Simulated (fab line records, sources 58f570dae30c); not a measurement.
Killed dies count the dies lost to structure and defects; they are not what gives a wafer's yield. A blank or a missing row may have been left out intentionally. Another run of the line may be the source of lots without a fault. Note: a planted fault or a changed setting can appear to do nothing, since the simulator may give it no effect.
The tool behind it: which one?	flow berkeleyCmos170	45 wafers from 15 lots sampled at 4 of the route's 331 steps

== WHAT EACH GAUGE READ, for each wafer ==
UCB170_START_BOW_MEAS_00.
lot	measured	on	INCOMING_BOW (um)
L666	day 1 10:01	filmMetro-03	-4 0 -1
L667	day 1 15:04	filmMetro-01	-8 4 -2
L668	day 1 20:00	filmMetro-02	2 -3 2
L669	day 2 01:00	filmMetro-01	6 3 -1
L670	day 2 06:01	filmMetro-01	9 5 -1
L671	day 2 11:00	filmMetro-01	9 -8 -1
L672	day 2 16:00	filmMetro-02	-7 -6 1
L673	day 2 21:02	filmMetro-03	-12 -2 -11
L674	day 3 02:01	filmMetro-01	16 -4 2
L675	day 3 07:01	filmMetro-02	5 -5 0
L676	day 3 12:00	filmMetro-03	-4 -5 8
L682	day 4 18:00	filmMetro-01	5 -1 -4
L685	day 5 09:00	filmMetro-01	-11 -5 4
L688	day 6 00:02	filmMetro-03	-7 2 1
L689	day 6 05:00	filmMetro-02	9 5 0

UCB170_PWELL_THK_MEAS_03.
lot	measured	on	PWELL_OXIDE_THK (nm)
L666	day 2 15:16	filmMetro-04	26.6 26.6 26.4
L667	day 2 20:48	filmMetro-02	25.8 25.9 25.7
L668	day 3 05:03	filmMetro-02	26.8 26.5 27.2
L669	day 3 05:03	filmMetro-04	26.6 26.5 26.2
L670	day 3 09:28	filmMetro-02	27.2 26.5 26.8
L671	day 3 14:40	filmMetro-03	27.4 27.4 27.5
L672	day 4 04:04	filmMetro-02	26.9 27.2 27.2
L673	day 4 04:05	filmMetro-04	25.8 26.1 26.5
L674	day 4 13:40	filmMetro-04	26.8 26.7 27.1
L675	day 4 16:29	filmMetro-03	26.4 26.6 26.8
L676	day 4 17:40	filmMetro-04	26.7 26.7 26.9
L682	day 5 23:21	filmMetro-02	31.0 31.0 30.9
L685	day 6 15:27	filmMetro-02	29.4 29.9 29.4
L688	day 7 07:24	filmMetro-02	30.7 30.3 30.4
L689	day 7 07:23	filmMetro-04	25.1 25.1 25.5

UCB170_PLDD_CD_MEAS_06: the cd target is 1200 nm.
lot	measured	on	cdNm (nm)
L666	day 5 19:40	cdSem-01	1200.9 1199.8 1200.3
L667	day 5 20:38	cdSem-02	1200.2 1200.0 1200.8
L668	day 6 14:09	cdSem-01	1199.9 1199.0 1197.6
L669	day 6 14:20	cdSem-02	1202.2 1200.9 1201.2
L670	day 6 14:04	cdSem-02	1202.0 1201.0 1201.7
L671	day 7 05:46	cdSem-01	1201.1 1200.7 1201.2
L672	day 7 13:18	cdSem-01	1199.5 1199.3 1200.2
L673	day 7 13:11	cdSem-02	1197.3 1198.0 1197.4
L674	day 7 22:56	cdSem-02	1200.3 1200.4 1200.8
L675	day 8 04:13	cdSem-01	1197.0 1197.3 1197.0
L676	day 8 09:56	cdSem-02	1202.6 1201.1 1202.8
L682	day 10 04:02	cdSem-02	1198.7 1199.5 1199.1
L685	day 10 03:46	cdSem-01	1197.8 1199.5 1199.7
L688	day 11 00:17	cdSem-02	1201.2 1200.6 1199.5
L689	day 10 23:34	cdSem-02	1198.7 1200.0 1199.1

== EACH LOT AND THE TOOL THAT RAN IT (in order: tool; ch and the chambers of the sampled wafers; start) ==
lot	UCB170_ZERO_ETCH_06
L666	rieDiel-01 ch 2,3, day 1 19:58
L667	rieDiel-02 ch 0,2,3, day 1 23:32
L668	rieDiel-02 ch 0,1, day 2 06:55
L669	rieDiel-01 ch 0,2, day 2 10:05
L670	rieDiel-01 ch 0,1, day 2 13:35
L671	rieDiel-01 ch 2,3, day 2 20:58
L672	rieDiel-01 ch 0,2,3, day 3 00:24
L673	rieDiel-01 ch 1,2, day 3 07:01
L674	rieDiel-02 ch 1,2,3, day 3 15:37
L675	rieDiel-04 ch 0,2,3, day 3 17:25
L676	rieDiel-02 ch 1,2,3, day 3 22:16
L682	rieDiel-04 ch 0,1,2, day 5 04:29
L685	rieDiel-02 ch 0,1, day 5 18:21
L688	rieDiel-02 ch 0,2,3, day 6 14:52
L689	rieDiel-01 ch 0,1,2, day 6 14:35
- UCB170_ZERO_ETCH_06: etches SiO2 in CHF3/CF4/Ar, time 12 s.

== WHAT THE TOOLS THEMSELVES READ (means of the sampled wafers that have a number; where no wafer has one, the mark that the record gives instead) ==
UCB170_ZERO_ETCH_06.
lot	tool	chamberPressureMTorr (mTorr)	drypumpMotorCurrentA (A)	mfcArSccm (sccm)	oesProductAu (a.u.)	throttleValvePct (%)
L666	rieDiel-01	100.02	5.4	119.6	0.617	9.41
L667	rieDiel-02	99.94	5.9	120.3	0.615	9.27
L668	rieDiel-02	100.07	5.8	119.9	0.618	9.11
L669	rieDiel-01	100.00	5.1	120.4	0.615	9.40
L670	rieDiel-01	99.97	5.1	120.3	0.607	9.41
L671	rieDiel-01	99.98	5.4	120.0	0.622	9.41
L672	rieDiel-01	100.01	5.5	120.5	0.617	9.39
L673	rieDiel-01	100.07	5.0	120.2	0.617	9.43
L674	rieDiel-02	100.02	5.9	120.0	0.611	9.27
L675	rieDiel-04	100.04	5.7	120.2	0.609	9.35
L676	rieDiel-02	99.91	5.9	120.0	0.615	9.27
L682	rieDiel-04	100.00	5.6	120.3	0.616	9.43
L685	rieDiel-02	99.97	5.8	119.8	0.614	9.10
L688	rieDiel-02	99.96	5.9	119.8	0.616	9.27
L689	rieDiel-01	100.03	5.0	119.9	0.610	9.41

== THE ANSWER, worked out from the rows above alone ==
Rule: the usual values come from the lots themselves. The widest of any qualifying gaps counts: lots, ordered by their means at a reading, are off when they make up no more than a third of the lots, leave a main group of 4 or more, and stand apart from it by 3 or more times the standard deviation of that group's means. If all means in a main group match to the digits the tables above print for the reading, that group is not used. Also off: a lot with no number at a reading for which 4 or more lots have one. All remaining lots with rows at the step are treated as sound. Order of review: gauges by route order, followed by the tools' own readings, for which a lot's mean as printed above is used. The first step at which some lot is off is used, and at that step the reading that is off furthest; a lot without a number counts as furthest.
Off: L682, L685, L688, at UCB170_PWELL_THK_MEAS_03 (PWELL_OXIDE_THK). Main group: mean 26.5 nm, sd 0.57.
If a tool, at a process step before that reading, ran all the lots that are off and no sound lot after the first of them, it fits. Gauges at UCB170_PWELL_THK_MEAS_03: tried the same way as those tools. One fits: UCB170_PWELL_THK_MEAS_03 on filmMetro-02. A fault onset in the window from L672 (day 4 04:04, its last sound lot) to L682 (day 5 23:21, its first lot off) fits.

== WHAT THE SIMULATOR PUT IN ==
Metrology matching offset: filmMetro-02, from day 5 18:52 on, at UCB170_PWELL_THK_MEAS_03. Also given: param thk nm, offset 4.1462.
Struck lots among those shown: L682, L685, L688. The same result came from the rule above.
